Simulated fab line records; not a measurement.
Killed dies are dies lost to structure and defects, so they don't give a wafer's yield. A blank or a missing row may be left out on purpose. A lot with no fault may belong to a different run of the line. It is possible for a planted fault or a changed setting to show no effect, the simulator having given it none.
Which tool did it? + flow berkeley_cmos170 + 15 lots, 44 wafers sampled, at 4 steps of a route of 331

== WHAT EACH GAUGE READ, for each wafer ==
UCB170_M2_RS_MEAS_02: uses a four-point probe to measure.
| lot  | measured     | on            | M2_AL_RS (ohm/sq)    |
|------|--------------|---------------|----------------------|
| L672 | day 7 05:08  | film_metro-04 | 0.0322 0.0320 0.0320 |
| L674 | day 7 12:26  | film_metro-02 | 0.0317 0.0320 0.0326 |
| L676 | day 8 05:59  | film_metro-04 | 0.0326 0.0323 0.0329 |
| L678 | day 8 19:07  | film_metro-02 | 0.0321 0.0324 0.0324 |
| L679 | day 8 19:23  | film_metro-02 | 0.0323 0.0321        |
| L680 | day 9 01:47  | film_metro-01 | 0.0325 0.0325 0.0320 |
| L682 | day 9 09:46  | film_metro-04 | 0.0322 0.0320 0.0324 |
| L687 | day 10 11:05 | film_metro-02 | 0.0320 0.0321 0.0323 |
| L686 | day 10 11:13 | film_metro-01 | 0.0316 0.0318 0.0320 |
| L688 | day 11 03:37 | film_metro-01 | 0.0329 0.0318 0.0323 |
| L689 | day 11 04:01 | film_metro-04 | 0.0322 0.0318 0.0319 |
| L692 | day 11 04:17 | film_metro-02 | 0.0317 0.0323 0.0320 |
| L691 | day 11 04:25 | film_metro-04 | 0.0326 0.0324 0.0327 |
| L695 | day 12 07:04 | film_metro-01 | 0.0322 0.0324 0.0324 |
| L693 | day 12 07:26 | film_metro-04 | 0.0321 0.0321 0.0319 |

UCB170_M3_BOW_MEAS_20.
| lot  | measured     | on            | M3_BOW (um) |
|------|--------------|---------------|-------------|
| L672 | day 7 13:11  | film_metro-03 | 39 29 45    |
| L674 | day 7 21:12  | film_metro-04 | 33 34 28    |
| L676 | day 8 14:57  | film_metro-04 | 36 36 29    |
| L678 | day 9 02:26  | film_metro-04 | 43 35 50    |
| L679 | day 9 02:53  | film_metro-04 | 35 34       |
| L680 | day 9 11:19  | film_metro-03 | 34 30 40    |
| L682 | day 9 18:31  | film_metro-01 | 37 30 37    |
| L687 | day 10 19:03 | film_metro-01 | 44 40 37    |
| L686 | day 10 19:36 | film_metro-04 | 35 34 37    |
| L688 | day 11 12:54 | film_metro-04 | 40 38 44    |
| L689 | day 11 13:07 | film_metro-03 | 34 39 43    |
| L692 | day 11 13:43 | film_metro-04 | 32 28 16    |
| L691 | day 11 14:04 | film_metro-03 | 29 42 46    |
| L695 | day 12 19:19 | film_metro-01 | 39 17 33    |
| L693 | day 12 20:33 | film_metro-04 | 54 30 50    |

== EACH LOT AND THE TOOL THAT RAN IT (in order: tool; ch and the chambers of the sampled wafers; start) ==
| lot  | UCB170_M2_METAL_ETCH_18           | UCB170_M3_STRIP_07                   |
|------|-----------------------------------|--------------------------------------|
| L672 | rie_metal-03 ch 1, day 7 07:22    | plasma_asher-03 ch 0,1, day 7 11:08  |
| L674 | rie_metal-02 ch 0, day 7 15:28    | plasma_asher-02 ch 0,1, day 7 19:17  |
| L676 | rie_metal-03 ch 0, day 8 09:23    | plasma_asher-03 ch 0,1, day 8 13:06  |
| L678 | rie_metal-03 ch 0,1, day 8 21:10  | plasma_asher-03 ch 1, day 9 00:38    |
| L679 | rie_metal-02 ch 0,1, day 8 21:27  | plasma_asher-01 ch 0, day 9 01:10    |
| L680 | rie_metal-02 ch 0,1, day 9 03:57  | plasma_asher-02 ch 1, day 9 08:44    |
| L682 | rie_metal-02 ch 0,1, day 9 12:23  | plasma_asher-02 ch 0,1, day 9 16:18  |
| L687 | rie_metal-04 ch 0,1, day 10 13:22 | plasma_asher-03 ch 0,1, day 10 16:59 |
| L686 | rie_metal-03 ch 0,1, day 10 13:43 | plasma_asher-03 ch 0,1, day 10 17:34 |
| L688 | rie_metal-03 ch 0,1, day 11 06:28 | plasma_asher-02 ch 0,1, day 11 10:31 |
| L689 | rie_metal-04 ch 1, day 11 06:41   | plasma_asher-03 ch 0,1, day 11 10:42 |
| L692 | rie_metal-03 ch 0,1, day 11 07:04 | plasma_asher-03 ch 0,1, day 11 11:09 |
| L691 | rie_metal-04 ch 0,1, day 11 07:17 | plasma_asher-01 ch 0,1, day 11 11:36 |
| L695 | rie_metal-03 ch 0,1, day 12 10:57 | plasma_asher-03 ch 0,1, day 12 16:08 |
| L693 | rie_metal-03 ch 0,1, day 12 11:22 | plasma_asher-02 ch 0,1, day 12 17:02 |
- UCB170_M2_METAL_ETCH_18: etches Al in Cl2/BCl3, stops on SiO2, target depth 1170 nm, time 195 s.
- UCB170_M3_STRIP_07: strips in O2.

== WHAT THE TOOLS THEMSELVES READ (means of the sampled wafers that have a number; where no wafer has one, the mark that the record gives instead) ==
UCB170_M2_METAL_ETCH_18.
| lot  | tool         | chamber_pressure_mTorr (mTorr) | drypump_motor_current_A (A) | he_backside_leak_sccm (sccm) | oes_product_au (a.u.) | throttle_valve_pct (%) |
|------|--------------|--------------------------------|-----------------------------|------------------------------|-----------------------|------------------------|
| L672 | rie_metal-03 | 11.992                         | 4.9                         | 3.52                         | 0.844                 | 24.29                  |
| L674 | rie_metal-02 | 12.010                         | 4.9                         | 3.34                         | 0.844                 | 24.48                  |
| L676 | rie_metal-03 | 12.010                         | 5.8                         | 3.27                         | 0.845                 | 24.63                  |
| L678 | rie_metal-03 | 12.000                         | 5.2                         | 3.40                         | 0.844                 | 24.41                  |
| L679 | rie_metal-02 | 12.008                         | 5.2                         | 3.39                         | 0.837                 | 24.35                  |
| L680 | rie_metal-02 | 12.006                         | 5.3                         | 3.42                         | 0.834                 | 24.31                  |
| L682 | rie_metal-02 | 11.993                         | 5.1                         | 3.22                         | 0.839                 | 24.38                  |
| L687 | rie_metal-04 | 12.001                         | 5.0                         | 3.31                         | 0.856                 | 24.66                  |
| L686 | rie_metal-03 | 11.989                         | 5.5                         | 3.35                         | 0.853                 | 24.51                  |
| L688 | rie_metal-03 | 11.997                         | 5.5                         | 3.32                         | 0.840                 | 24.50                  |
| L689 | rie_metal-04 | 12.001                         | 5.4                         | 3.03                         | 0.869                 | 24.57                  |
| L692 | rie_metal-03 | 12.000                         | 5.2                         | 3.49                         | 0.847                 | 24.40                  |
| L691 | rie_metal-04 | 12.005                         | 5.0                         | 3.37                         | 0.855                 | 24.65                  |
| L695 | rie_metal-03 | 11.997                         | 5.2                         | 3.49                         | 0.841                 | 24.41                  |
| L693 | rie_metal-03 | 11.989                         | 5.5                         | 3.41                         | 0.853                 | 24.52                  |

UCB170_M3_STRIP_07.
| lot  | tool            | chamber_pressure_mTorr (mTorr) | drypump_motor_current_A (A) | o2_flow_sccm (sccm) | oes_product_au (a.u.) | strip_time_to_endpoint_s (s) |
|------|-----------------|--------------------------------|-----------------------------|---------------------|-----------------------|------------------------------|
| L672 | plasma_asher-03 | 3500                           | 5.4                         | 400.5               | 0.735                 | 21.92                        |
| L674 | plasma_asher-02 | 3496                           | 5.3                         | 399.3               | 0.738                 | 22.01                        |
| L676 | plasma_asher-03 | 3502                           | 5.6                         | 399.1               | 0.734                 | 21.96                        |
| L678 | plasma_asher-03 | 3501                           | 5.3                         | 399.4               | 0.734                 | 21.93                        |
| L679 | plasma_asher-01 | 3500                           | 6.1                         | 400.5               | 0.738                 | 22.04                        |
| L680 | plasma_asher-02 | 3498                           | 4.8                         | 400.5               | 0.734                 | 21.95                        |
| L682 | plasma_asher-02 | 3502                           | 5.3                         | 400.2               | 0.733                 | 21.98                        |
| L687 | plasma_asher-03 | 3502                           | 5.4                         | 400.2               | 0.736                 | 21.92                        |
| L686 | plasma_asher-03 | 3501                           | 5.6                         | 399.0               | 0.735                 | 21.95                        |
| L688 | plasma_asher-02 | 3500                           | 5.3                         | 400.8               | 0.738                 | 21.92                        |
| L689 | plasma_asher-03 | 3503                           | 5.5                         | 399.2               | 0.736                 | 22.05                        |
| L692 | plasma_asher-03 | 3498                           | 5.6                         | 398.3               | 0.730                 | 21.96                        |
| L691 | plasma_asher-01 | 3498                           | 6.0                         | 399.9               | 0.735                 | 22.01                        |
| L695 | plasma_asher-03 | 3500                           | 5.5                         | 400.3               | 0.735                 | 21.93                        |
| L693 | plasma_asher-02 | 3499                           | 5.7                         | 400.7               | 0.736                 | 22.00                        |

== THE ANSWER, worked out from the rows above alone ==
Rule: usual is defined by the lots themselves. Put in order of their means at a reading, lots are off if they are a third of the lots or fewer, leave a main group of 4 or more, and stand apart from it by a gap of 3 or more times the standard deviation of the main group's means; of several such gaps the widest counts. A main group whose means are all the same, to the digits that the tables above print for the reading, isn't used. Also off: a lot with no number at a reading for which 4 or more lots have one. Any other lot the step has rows for is counted as sound. First the gauges in route order, then the tools' own readings, where a lot's mean is used as printed above. At the first step where some lot is off, the reading lying furthest off is the one used; lots without a number count as furthest.
Across all readings shown, no lot is off: no conclusion can be drawn from this.

== WHAT THE SIMULATOR PUT IN ==
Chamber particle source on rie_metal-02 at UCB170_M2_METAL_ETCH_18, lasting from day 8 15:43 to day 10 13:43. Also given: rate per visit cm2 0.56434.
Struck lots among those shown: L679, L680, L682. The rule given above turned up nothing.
